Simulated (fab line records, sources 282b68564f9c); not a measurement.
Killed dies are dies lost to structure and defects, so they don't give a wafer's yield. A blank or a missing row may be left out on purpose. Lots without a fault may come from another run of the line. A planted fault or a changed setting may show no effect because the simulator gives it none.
A struck lot beside a sound one | flow rit_cmos | 15 steps out of a route of 202
Sound: wafers L488.1, L488.3, L488.6. Struck: wafers L495.1, L495.2, L495.5. The cause comes at the end.
At each step with rows: each side's tool, then ch and its chambers, then its first start. Under that, the readings that differ: sound wafers | struck wafers | difference of the means | sigmas: that difference in standard deviations of wafers without a fault.
alike: readings whose means differ by less than 2 such deviations, and words and numbers that are the same on both sides. not compared: withheld readings, readings that some wafer has no value for, bounds like >300 that may hide the same value, and numbers for which the record gives no deviation and whose values overlap.
The two part at a step that has a row with sigmas, a row that says differs or no value, or rows on one side only. Numbers that don't overlap but have no deviation are shown without sigmas and don't part them. A reading that every wafer of one side lacks parts them only if that side has two wafers or more.

RIT_CONTACT_OVL_MEAS_09:
  sound on overlay-02, day 4 09:53; struck on overlay-02, day 5 23:55
  reading | sound | struck                                                                     | difference                   | sigmas
  hold    | - - - | await_dispo/1.2h/release await_dispo/1.2h/release await_dispo/1.2h/release | no value on the sound wafers |
  alike: CONTACT_OVL
then, 1 step without rows for these wafers: RIT_CONTACT_HARDBAKE_10 (time 60 s).
RIT_CONTACT_ETCH_11: etches SiO2 in CHF3/CF4/Ar, stops on TiSi2, target depth 480 nm, time 320 s.
  sound on rie_diel-01 ch 0,2,3, day 4 10:04; struck on rie_diel-04 ch 0,2,3, day 6 00:08
  reading               | sound             | struck            | difference | sigmas
  oes_product_au (a.u.) | 0.972 0.981 0.972 | 0.982 1.017 1.009 | +0.028     | +2
  alike: O2_flow_sccm, drypump_motor_current_A, throttle_valve_pct
  not compared: rf_hours_counter_h
RIT_CONTACT_STRIP_12: strips in O2, time 180 s.
  sound on plasma_asher-03 ch 1, day 4 10:16; struck on plasma_asher-02 ch 0,1, day 6 00:19
  alike: drypump_motor_current_A
  not compared: rf_hours_counter_h
RIT_CONTACT_CD_MEAS_90: target cd 1000 nm.
  sound on cd_sem-01, day 4 10:26; struck on cd_sem-01, day 6 00:47
  reading    | sound                | struck            | difference | sigmas
  cd_nm (nm) | 1002.6 1000.8 1001.3 | 980.1 976.1 975.7 | -24.3      | -10
  not compared: hold
then, 2 steps without rows for these wafers: RIT_CONTACT_CLEAN_13 (cleans in SC1, time 600 s); RIT_CONTACT_CLEAN_14 (cleans in SC2, time 600 s).
RIT_M1_SPUTTER_00: material Al, target thk 400 nm, time 500 s.
  sound on pvd_sputter-04, day 4 10:55; struck on pvd_sputter-04, day 6 06:55
  alike: throttle_valve_pct
RIT_M1_RS_MEAS_01: measures by four-point-probe.
  sound on film_metro-01, day 4 11:12; struck on film_metro-04, day 6 07:12
  alike: M1_AL_RS
RIT_M1_THK_MEAS_02: measures by xrf.
  sound on film_metro-01, day 4 11:19; struck on film_metro-04, day 6 07:19
  alike: M1_AL_THK
then, 2 steps without rows for these wafers: RIT_M1_HMDS_03 (prime time 60 s); RIT_M1_COAT_04 (resist thk 1300 nm).
RIT_M1_SOFTBAKE_05: time 61.98 s.
  sound on litho_track-03 ch 0, day 4 11:44; struck on litho_track-03 ch 0, day 6 07:41
  reading                     | sound                | struck               | difference | sigmas
  heater_power_total_W (W)    | 34.55 34.69 34.63    | 34.01 34.03 33.95    | -0.63      | -13
  plate_sensor_t_centre_C (C) | 90.983 90.968 90.981 | 89.809 89.792 89.795 | -1.179     | -99 or more
  plate_sensor_t_edge_C (C)   | 91.021 91.012 91.031 | 89.820 89.825 89.841 | -1.193     | -99 or more
then, 1 step without rows for these wafers: RIT_M1_EXPOSE_06 (exposes mask M12, target cd 2600 nm).
RIT_M1_PROBE_99:
  sound on prober-02, day 4 17:35; struck on prober-02, day 6 10:55
  alike: killed_at_contacts, killed_at_front_end, killed_dies, killed_open, killed_short

WHERE THEY PART
First at RIT_CONTACT_OVL_MEAS_09; last, within this record, at RIT_M1_SOFTBAKE_05. Later steps at which nothing parts them and some readings are alike: RIT_M1_PROBE_99.

WHY: what the simulator had put in
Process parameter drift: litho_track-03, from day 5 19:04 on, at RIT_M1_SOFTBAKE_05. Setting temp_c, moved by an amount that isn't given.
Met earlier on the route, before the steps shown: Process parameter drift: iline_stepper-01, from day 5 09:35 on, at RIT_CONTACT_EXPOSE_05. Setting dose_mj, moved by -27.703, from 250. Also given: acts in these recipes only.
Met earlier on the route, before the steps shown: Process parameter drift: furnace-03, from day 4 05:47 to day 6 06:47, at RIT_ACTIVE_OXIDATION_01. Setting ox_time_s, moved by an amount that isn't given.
